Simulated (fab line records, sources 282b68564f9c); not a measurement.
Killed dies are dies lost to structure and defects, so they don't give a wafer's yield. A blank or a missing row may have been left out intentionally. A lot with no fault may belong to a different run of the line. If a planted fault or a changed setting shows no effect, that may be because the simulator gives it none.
fab line records	flow ritCmos
[record] lots = 6	wafers = 18	lastDay = 6
route steps=202 shown CONTACT@177 M1@184
lots that met no fault: from a run of the same line without faults
startH: the number of hours between the record's first day and the start of the first shown wafer of the lot	waitH: how many hours have passed since the lot's step before this one	" identical to the entry in the row above	L1.1+2: a single row standing in for several wafers	- value missing, or start not given	* or withheld: withheld	< > ~ a bound
route shown NAME@n: a module of which the file shows steps, and the number in the route of the first	usual: mean and standard deviation over wafers with no fault	same: alike in all rows	chamber/n: place in a boat	sites: the reading at each site	_std_site: standard deviation of those values	_edge_site: outer sites' mean less inner sites'	radiusMm: how far each site lies from the wafer's centre	mask NAME#n: copy n	behind: the last tool/chamber to shape the wafer	hold: cause of the lot's hold/its duration in hours/its outcome	device: transistor that didn't switch, given as n, p or np	end of line: the same wafers' tests at the end of the route	a step without rows: its recipe alone	killed: dies lost to structure and defects at the first sort, not the wafer's yield	map: the dies of a wafer, with x for killed, . for not killed, _ for no die there
set.NAME: the setting the step ran with; set.NAME@STEP: the setting that earlier step ran with	model.NAME: the simulator's own value behind a step, which no gauge read
a table for each step, a row for each wafer; lots at some steps of the route
services: the hour from which a tool's chamber was out of use, counted from the record's first day as startH (under 0 if before that day), plus the number of hours and why
[[steps]]
[step RIT_CONTACT_OVL_MEAS_09]
[usual] CONTACT_OVL = 1.7/1.3
lot.wafer	tool	chamber	startH	waitH	CONTACT_OVL[nm]
L857.2	overlay-02	-	84.19	0.1	1.0
L857.4	"	-	"	"	2.7
L857.5	"	-	"	"	2.3
L859.2	overlay-01	-	93.13	0.1	0.0
L859.3	"	-	"	"	0.4
L859.5	"	-	"	"	1.3
L861.3	overlay-01	-	105.56	0.1	2.0
L861.5	"	-	"	"	2.9
L861.6	"	-	"	"	3.9
L862.2	overlay-02	-	108.06	0.1	5.1
L862.3	"	-	"	"	2.5
L862.4	"	-	"	"	2.6
L865.1	overlay-02	-	122.56	0.1	4.6
L865.4	"	-	"	"	3.6
L865.5	"	-	"	"	3.2
L869.1	overlay-01	-	142.71	0.1	1.0
L869.3	"	-	"	"	0.4
L869.6	"	-	"	"	1.6
[step RIT_CONTACT_HARDBAKE_10]
[recipe] resist = NOVOLAK	tempC = 140	timeS = 60
[step RIT_CONTACT_ETCH_11]
[recipe] targetDepthA = 4800	overEtchFrac = 0.2	stopOn = TiSi2	chemistry = CHF3/CF4/Ar	target = SiO2	CHF3_flow_sccm = 50	cf4FlowSccm = 10	Ar_flow_sccm = 100	O2_flow_sccm = 5	pressureMtorr = 100	rfW = 200	timeS = 320
[usual] cf4FlowSccm = 10.00/0.031	chamberPressureMTorr = 100.00/0.094	drypumpMotorCurrentA = 5.5/0.43	oesProductAu = 0.989/0.016	throttleValvePct = 8.85/0.13
lot.wafer	tool	chamber	startH	waitH	cf4FlowSccm	chamberPressureMTorr	drypumpMotorCurrentA	oesProductAu	rfHoursCounterH	throttleValvePct
L857.2	rieDiel-03	3	84.37	0.1	10.00	100.00	5.9	0.993	137	8.70
L857.4	"	2	"	"	9.97	100.01	5.3	0.999	35	8.80
L857.5	"	0	"	"	9.99	99.96	5.6	0.991	-	8.57
L859.2	rieDiel-01	1	93.31	0.1	9.97	100.01	5.9	0.980	65	8.93
L859.3	"	0	"	"	10.01	100.08	4.8	0.984	27	9.03
L859.5	"	2	"	"	9.93	100.08	5.2	1.019	-	8.87
L861.3	rieDiel-03	3	105.73	0.1	10.01	100.01	5.9	0.984	138	8.70
L861.5	"	2	"	"	10.02	99.89	5.2	1.011	-	8.79
L861.6	"	1	"	"	10.03	100.09	4.9	0.975	-	8.65
L862.2	rieDiel-02	3	108.24	0.1	10.02	100.11	6.2	0.974	131	8.82
L862.3	"	2	"	"	10.08	100.04	5.5	0.999	68	8.96
L862.4	"	1	"	"	10.00	99.95	5.7	0.983	-	8.96
L865.1	rieDiel-02	3	122.74	0.1	10.01	99.72	6.2	0.982	131	8.81
L865.4	"	1	"	"	9.99	99.83	5.7	0.982	112	8.95
L865.5	"	0	"	"	10.00	100.06	5.7	0.991	-	8.85
L869.1	rieDiel-01	0	142.89	0.1	9.99	100.02	4.8	0.984	28	9.02
L869.3	"	2	"	"	10.02	100.10	5.2	1.020	34	8.86
L869.6	"	2	"	"	9.99	100.04	5.2	1.013	-	8.88
[step RIT_CONTACT_STRIP_12]
[recipe] chemistry = O2	timeS = 180	resist = NOVOLAK	platenTempC = withheld	powerW = 500	pressureMtorr = 4000	o2FlowSccm = 4000
[usual] chamberPressureMTorr = 4000/4.1	drypumpMotorCurrentA = 5.7/0.43
lot.wafer	tool	chamber	startH	waitH	chamberPressureMTorr	drypumpMotorCurrentA	rfHoursCounterH
L857.2	plasmaAsher-01	1	84.56	0.1	3996	5.5	48
L857.4	"	0	"	"	4002	4.9	-
L857.5	"	1	"	"	4003	5.5	-
L859.2	plasmaAsher-04	1	93.50	0.1	3998	5.9	29
L859.3	"	0	"	"	4003	5.2	-
L859.5	"	1	"	"	3997	5.9	-
L861.3	plasmaAsher-04	1	105.99	0.2	3993	5.9	-
L861.5	"	1	"	"	3997	5.9	-
L861.6	"	0	"	"	4001	5.2	-
L862.2	plasmaAsher-01	1	108.43	0.1	3995	5.5	51
L862.3	"	0	"	"	4002	5.0	-
L862.4	"	1	"	"	3997	5.5	-
L865.1	plasmaAsher-02	0	122.94	0.1	4001	6.2	49
L865.4	"	0	"	"	4006	6.2	-
L865.5	"	1	"	"	4002	6.0	-
L869.1	plasmaAsher-02	0	143.09	0.1	4007	6.2	51
L869.3	"	0	"	"	3997	6.2	-
L869.6	"	0	"	"	3975	6.2	-
[step RIT_CONTACT_CD_MEAS_90]
[recipe] targetCdNm = 1000
[usual] cdNm = 999.5/2.7
lot.wafer	tool	chamber	startH	waitH	cdNm
L857.2	cdSem-02	-	84.76	0.1	1001.8
L857.4	"	-	"	"	1001.9
L857.5	"	-	"	"	1001.5
L859.2	cdSem-02	-	93.70	0.1	1002.5
L859.3	"	-	"	"	1003.3
L859.5	"	-	"	"	1002.9
L861.3	cdSem-02	-	106.14	0.1	1001.2
L861.5	"	-	"	"	999.7
L861.6	"	-	"	"	1002.3
L862.2	cdSem-01	-	108.63	0.1	1004.1
L862.3	"	-	"	"	1001.8
L862.4	"	-	"	"	1001.5
L865.1	cdSem-01	-	123.11	0.1	996.1
L865.4	"	-	"	"	998.1
L865.5	"	-	"	"	997.5
L869.1	cdSem-01	-	143.26	0.1	997.2
L869.3	"	-	"	"	998.6
L869.6	"	-	"	"	996.2
[step RIT_CONTACT_CLEAN_13]
[recipe] chemistry = SC1	mix = 3:3:50	timeS = 600	tempC = 75
[step RIT_CONTACT_CLEAN_14]
[recipe] chemistry = SC2	mix = 3:3:50	timeS = 600	tempC = 75	dry = n2Spin
[step RIT_M1_SPUTTER_00]
[recipe] material = Al	targetThkNm = 400	powerW = 2000	chamberPressurePa = 0.4	gas = Ar	timeS = 484.9	substrateTempC = 25
[usual] chamberPressurePa = 0.4000/0.00079	throttleValvePct = 30.3/0.78
lot.wafer	tool	chamber	startH	waitH	chamberPressurePa	throttleValvePct
L857.2	pvdSputter-02	-	85.21	0.0	0.3997	31.6
L857.4	"	-	"	"	0.4001	29.5
L857.5	"	-	"	"	0.3997	29.8
L859.2	pvdSputter-02	-	94.32	0.0	0.3995	29.8
L859.3	"	-	"	"	0.3996	32.0
L859.5	"	-	"	"	0.4004	29.8
L861.3	pvdSputter-04	-	106.57	0.0	0.4016	31.2
L861.5	"	-	"	"	0.4020	29.5
L861.6	"	-	"	"	0.3987	30.6
L862.2	pvdSputter-03	-	109.08	0.0	0.4001	30.0
L862.3	"	-	"	"	0.3998	30.6
L862.4	"	-	"	"	0.3997	30.2
L865.1	pvdSputter-02	-	123.77	0.0	0.4001	29.8
L865.4	"	-	"	"	0.4018	32.2
L865.5	"	-	"	"	0.3996	29.2
L869.1	pvdSputter-02	-	143.73	0.0	0.4008	31.8
L869.3	"	-	"	"	0.4006	30.2
L869.6	"	-	"	"	0.4009	30.1
[step RIT_M1_RS_MEAS_01]
[recipe] thkMeasGauge = four-point-probe	reads = Al_of_M1_SPUTTER_00
[usual] M1_AL_RS = 0.0755/0.00081
lot.wafer	tool	chamber	startH	waitH	M1_AL_RS[ohm/sq]
L857.2	filmMetro-02	-	85.52	0.2	0.0754
L857.4	"	-	"	"	0.0763
L857.5	"	-	"	"	0.0749
L859.2	filmMetro-03	-	94.64	0.2	0.0756
L859.3	"	-	"	"	0.0762
L859.5	"	-	"	"	0.0758
L861.3	filmMetro-02	-	106.91	0.2	0.0766
L861.5	"	-	"	"	0.0763
L861.6	"	-	"	"	0.0762
L862.2	filmMetro-03	-	109.39	0.2	0.0756
L862.3	"	-	"	"	0.0759
L862.4	"	-	"	"	0.0744
L865.1	filmMetro-01	-	124.07	0.2	0.0763
L865.4	"	-	"	"	0.0767
L865.5	"	-	"	"	0.0768
L869.1	filmMetro-03	-	144.03	0.2	0.0755
L869.3	"	-	"	"	0.0751
L869.6	"	-	"	"	0.0752
[step RIT_M1_THK_MEAS_02]
[recipe] thkMeasGauge = xrf	reads = Al_of_M1_SPUTTER_00
[usual] M1_AL_THK = 396/5.5
lot.wafer	tool	chamber	startH	waitH	M1_AL_THK[nm]
L857.2	filmMetro-02	-	85.63	0.1	399
L857.4	"	-	"	"	392
L857.5	"	-	"	"	398
L859.2	filmMetro-03	-	94.75	0.1	397
L859.3	"	-	"	"	395
L859.5	"	-	"	"	396
L861.3	filmMetro-02	-	107.01	0.1	391
L861.5	"	-	"	"	391
L861.6	"	-	"	"	394
L862.2	filmMetro-03	-	109.50	0.1	401
L862.3	"	-	"	"	396
L862.4	"	-	"	"	406
L865.1	filmMetro-01	-	124.19	0.1	387
L865.4	"	-	"	"	384
L865.5	"	-	"	"	385
L869.1	filmMetro-03	-	144.15	0.1	395
L869.3	"	-	"	"	399
L869.6	"	-	"	"	401
[step RIT_M1_HMDS_03]
[recipe] primeTimeS = 60	primeTempC = 140
[step RIT_M1_COAT_04]
[recipe] resist = NOVOLAK	spinRpm = 2000	resistThkNm = 1300
[step RIT_M1_SOFTBAKE_05]
[recipe] resist = NOVOLAK	tempC = 90	timeS = 60
[usual] chillPlateTempC = 23.02/0.11	heaterPowerTotalW = 34.57/0.051	plateTempC = 90.04/0.12
lot.wafer	tool	chamber	startH	waitH	chillPlateTempC	heaterPowerTotalW	plateTempC	model.NOVOLAK_of_M1_COAT_04.thkNm
L857.2	lithoTrack-01	0	86.15	0.1	23.26	34.45	90.17	1301
L857.4	"	0	"	"	22.98	34.53	90.12	1297
L857.5	"	0	"	"	23.11	34.64	90.19	1302
L859.2	lithoTrack-02	0	95.12	0.1	22.83	34.58	90.26	1297
L859.3	"	0	"	"	22.87	34.52	90.02	1298
L859.5	"	0	"	"	22.92	34.56	89.91	1298
L861.3	lithoTrack-01	0	107.40	0.1	23.23	37.39	95.61	1287
L861.5	"	0	"	"	23.19	37.35	95.57	1290
L861.6	"	0	"	"	23.23	37.47	95.46	1286
L862.2	lithoTrack-01	0	109.88	0.1	22.88	37.53	95.44	1277
L862.3	"	0	"	"	22.96	37.52	95.28	1281
L862.4	"	0	"	"	22.77	37.40	95.43	1281
L865.1	lithoTrack-04	0	124.55	0.1	22.94	34.65	89.80	1304
L865.4	"	0	"	"	22.95	34.54	89.86	1301
L865.5	"	0	"	"	23.01	34.61	90.07	1302
L869.1	lithoTrack-02	0	144.51	0.1	23.00	34.55	89.81	1303
L869.3	"	0	"	"	23.10	34.57	90.03	1302
L869.6	"	0	"	"	23.06	34.51	89.99	1304
[step RIT_M1_EXPOSE_06]
[recipe] maskId = M12	na = 0.6	sourceShape = conventional	sigmaOuter = 0.5	targetCdNm = 2600	doseMj = 250
[step RIT_M1_PEB_07]
[recipe] resist = NOVOLAK	tempC = withheld	timeS = withheld
[step RIT_M1_DEVELOP_08]
[recipe] resist = NOVOLAK	developTimeS = 70.4	devTempC = 23
[usual] chillPlateTempC = 23.01/0.11
lot.wafer	tool	chamber	startH	waitH	chillPlateTempC	model.NOVOLAK_of_M1_COAT_04.thkNm
L857.2	lithoTrack-04	0	-	-	22.99	1301
L857.4	"	0	"	"	23.04	1297
L857.5	"	0	"	"	23.07	1302
L859.2	lithoTrack-02	0	-	-	23.03	1296
L859.3	"	0	"	"	22.91	1297
L859.5	"	0	"	"	22.98	1298
L861.3	lithoTrack-04	0	-	-	22.97	1287
L861.5	"	0	"	"	22.91	1289
L861.6	"	0	"	"	22.93	1285
L862.2	lithoTrack-02	0	-	-	23.06	1276
L862.3	"	0	"	"	23.10	1281
L862.4	"	0	"	"	22.92	1280
L865.1	lithoTrack-02	0	-	-	23.13	1304
L865.4	"	0	"	"	23.06	1301
L865.5	"	0	"	"	23.06	1301
L869.1	lithoTrack-01	0	-	-	22.98	1303
L869.3	"	0	"	"	22.92	1302
L869.6	"	0	"	"	22.89	1303
[step RIT_M1_CD_MEAS_09]
[recipe] targetCdNm = 2600
[usual] cdNm = 2599.3/2
lot.wafer	tool	chamber	startH	waitH	cdNm
L857.2	cdSem-01	-	86.72	-	2597.8
L857.4	"	-	"	"	2600.3
L857.5	"	-	"	"	2600.4
L859.2	cdSem-01	-	95.75	-	2598.5
L859.3	"	-	"	"	2597.5
L859.5	"	-	"	"	2600.7
L861.3	cdSem-02	-	108.09	-	2598.6
L861.5	"	-	"	"	2596.5
L861.6	"	-	"	"	2597.7
L862.2	cdSem-01	-	110.45	-	2598.6
L862.3	"	-	"	"	2599.3
L862.4	"	-	"	"	2599.6
L865.1	cdSem-01	-	125.13	-	2598.0
L865.4	"	-	"	"	2602.9
L865.5	"	-	"	"	2600.7
L869.1	cdSem-02	-	145.21	-	2602.5
L869.3	"	-	"	"	2598.9
L869.6	"	-	"	"	2602.0
[step RIT_M1_PROBE_99]
[usual] defectLimitedYield = 97.2/1.1	killedAtContacts = 0.1/0.23	killedAtFrontEnd = 7.3/2.9	killedDies = 7.3/3	killedOpen = 3.6/1.8	killedShort = 3.7/2.1	sort_bin_3_pad_short = 0.1/0.27	sort_bin_5_function = 1.6/0.79	sort_bin_6_memory = 1.0/0.64	sortNPass = 256.7/3	sortYieldPct = 97.2/1.1
[same] grossDies = 264	killed_at_M0_to_M3 = 0	killed_at_M4_up = 0	killedAtBackSide = 0	killedAtOther = 0
lot.wafer	tool	chamber	startH	waitH	defectLimitedYield[%]	killedAtContacts	killedAtFrontEnd	killedDies	killedOpen	killedShort	sort_bin_3_pad_short[%]	sort_bin_5_function[%]	sort_bin_6_memory[%]	sortNPass	sortYieldPct[%]
L857.2	prober-02	-	89.58	0.1	97.7	0	6	6	1	5	0	1.5	0.8	258.0	97.7
L857.4	prober-02	-	89.68	0.2	97.7	0	6	6	2	4	0.4	1.5	0.4	258.0	97.7
L857.5	prober-02	-	89.73	0.2	94.3	1	14	15	4	11	0	3.4	2.3	249.0	94.3
L859.2	prober-02	-	98.49	0.1	97.0	0	8	8	5	3	0	2.3	0.8	256.0	97.0
L859.3	prober-02	-	98.54	0.2	97.7	0	6	6	5	1	0	1.1	1.1	258.0	97.7
L859.5	prober-02	-	98.64	0.2	96.6	0	9	9	6	3	0	2.7	0.8	255.0	96.6
L861.3	prober-02	-	111.08	0.2	97.7	0	6	6	3	3	0	1.5	0.8	258.0	97.7
L861.5	prober-02	-	111.18	0.2	96.6	0	9	9	4	5	0	1.9	1.5	255.0	96.6
L861.6	prober-02	-	111.23	0.2	97.7	0	6	6	4	2	0	1.1	1.1	258.0	97.7
L862.2	prober-01	-	113.84	0.1	97.3	0	7	7	4	3	0	1.1	1.5	257.0	97.3
L862.3	prober-01	-	113.89	0.2	97.7	0	6	6	3	3	0	1.1	1.1	258.0	97.7
L862.4	prober-01	-	113.94	0.2	99.6	0	1	1	1	0	0	0	0.4	263.0	99.6
L865.1	prober-02	-	128.12	0.1	99.2	0	2	2	2	0	0	0.4	0.4	262.0	99.2
L865.4	prober-02	-	128.27	0.2	94.7	0	14	14	7	7	0	3.4	1.9	250.0	94.7
L865.5	prober-02	-	128.32	0.2	95.8	0	11	11	5	6	0.4	2.3	1.5	253.0	95.8
L869.1	prober-02	-	148.71	0.1	97.3	0	7	7	3	4	0.4	2.3	0	257.0	97.3
L869.3	prober-02	-	148.81	0.2	99.2	0	2	2	2	0	0	0.4	0.4	262.0	99.2
L869.6	prober-02	-	148.96	0.2	95.5	0	12	12	7	5	0	2.7	1.9	252.0	95.5
// killed by level:class
L857.2 REOX:geometricParticle:short=3 GATE:geometricParticle:open=1 SPACER:geometricParticle:short=1 SILICIDE:geometricParticle:short=1
L857.4 FOX1:geometricParticle:short=1 FOX1:geometricParticle:open=1 GATE:geometricParticle:short=1 REOX:geometricParticle:short=1 SPACER:geometricParticle:open=1 SPACER:geometricParticle:short=1
L857.5 GATE:geometricParticle:short=5 SPACER:geometricParticle:short=4 FOX1:geometricParticle:open=2 SPACER:geometricParticle:open=2 REOX:geometricParticle:short=1 CONTACT:geometricParticle:short=1
L859.2 FOX1:geometricParticle:open=2 GATE:geometricParticle:short=2 FOX2:geometricParticle:open=1 GATE:geometricParticle:open=1 REOX:geometricParticle:open=1 SILICIDE:geometricParticle:short=1
L859.3 REOX:geometricParticle:open=3 GATE:geometricParticle:open=2 FOX2:geometricParticle:short=1
L859.5 GATE:geometricParticle:open=2 GATE:geometricParticle:short=2 REOX:geometricParticle:open=2 FOX1:geometricParticle:open=1 REOX:geometricParticle:short=1 SILICIDE:geometricParticle:open=1
L861.3 SPACER:geometricParticle:short=2 FOX1:geometricParticle:open=1 GATE:geometricParticle:short=1 GATE:geometricParticle:open=1 SPACER:geometricParticle:open=1
L861.5 GATE:geometricParticle:open=2 GATE:geometricParticle:short=2 SPACER:geometricParticle:short=2 ACTIVE:geometricParticle:short=1 FOX1:geometricParticle:open=1 SPACER:geometricParticle:open=1
L861.6 GATE:geometricParticle:open=3 GATE:geometricParticle:short=1 REOX:geometricParticle:open=1 SPACER:geometricParticle:short=1
L862.2 FOX2:geometricParticle:short=2 REOX:geometricParticle:open=2 FOX2:geometricParticle:open=1 SPACER:geometricParticle:short=1 SILICIDE:geometricParticle:open=1
L862.3 FOX1:geometricParticle:short=1 FOX2:geometricParticle:open=1 GATE:geometricParticle:short=1 REOX:geometricParticle:open=1 SPACER:geometricParticle:short=1 SPACER:geometricParticle:open=1
L862.4 FOX2:geometricParticle:open=1
L865.1 GATE:geometricParticle:open=2
L865.4 GATE:geometricParticle:short=4 FOX1:geometricParticle:open=3 FOX2:geometricParticle:open=2 GATE:geometricParticle:open=2 SILICIDE:geometricParticle:short=2 FOX2:geometricParticle:short=1
L865.5 FOX2:geometricParticle:short=4 FOX1:geometricParticle:open=2 GATE:geometricParticle:open=1 GATE:geometricParticle:short=1 SPACER:geometricParticle:open=1 SPACER:geometricParticle:short=1 SILICIDE:geometricParticle:open=1
L869.1 GATE:geometricParticle:short=3 FOX1:geometricParticle:short=1 FOX1:geometricParticle:open=1 GATE:geometricParticle:open=1 SPACER:geometricParticle:open=1
L869.3 FOX1:geometricParticle:open=1 GATE:geometricParticle:open=1
L869.6 FOX1:geometricParticle:open=4 GATE:geometricParticle:short=4 FOX1:geometricParticle:short=1 GATE:geometricParticle:open=1 SPACER:geometricParticle:open=1 SILICIDE:geometricParticle:open=1
[[services]]
tool	chamber	startH	hours	kind
rieDiel-03	3	61.35	8.1	repair
rieDiel-01	-	76.42	1.5	repair
rieDiel-02	0	104.64	8.5	repair
plasmaAsher-01	-	108.75	9.0	pm
plasmaAsher-01	0	108.75	9.0	ventCycle
plasmaAsher-01	1	108.75	9.0	ventCycle
pvdSputter-02	-	116.67	0.7	repair
plasmaAsher-01	0	117.75	-	clean
plasmaAsher-01	1	117.75	-	clean
rieDiel-01	-	124.38	4.3	pm
rieDiel-01	-	140.63	1.6	repair
rieDiel-01	1	142.43	10.3	repair
rieDiel-03	-	145.15	2.3	repair
[[key]]
[firstSign] step = RIT_M1_SOFTBAKE_05	reading = heaterPowerTotalW	direction = up	sigmas = 57	usual = 34.57	struck = 37.44
[effect] step = RIT_M1_SOFTBAKE_05	reading = plateTempC	direction = up	sigmas = 43	usual = *	struck = *
[modelEffect] step = RIT_M1_SOFTBAKE_05	value = NOVOLAK_of_M1_COAT_04.thkNm	without = 1302	struck = 1284
[modelEffect] step = RIT_M1_DEVELOP_08	value = NOVOLAK_of_M1_COAT_04.thkNm	without = 1302	struck = 1283
metAt RIT_M1_SOFTBAKE_05
struckWafers L861.3,L861.5,L861.6,L862.2,L862.3,L862.4
[loopTrim] step = RIT_M1_EXPOSE_06	setting = dose	lots = L862
onsetBetween 86.15 107.40
[fault] kind = processParameterDrift	tool = lithoTrack-01	chamber = -	onsetH = 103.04	steps = RIT_M1_SOFTBAKE_05	channel = tempC	offset = *	shape = step	endH = 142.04	actsIn = *	stated = *
// loopTrim: a control loop set the setting to another value than it would have without faults
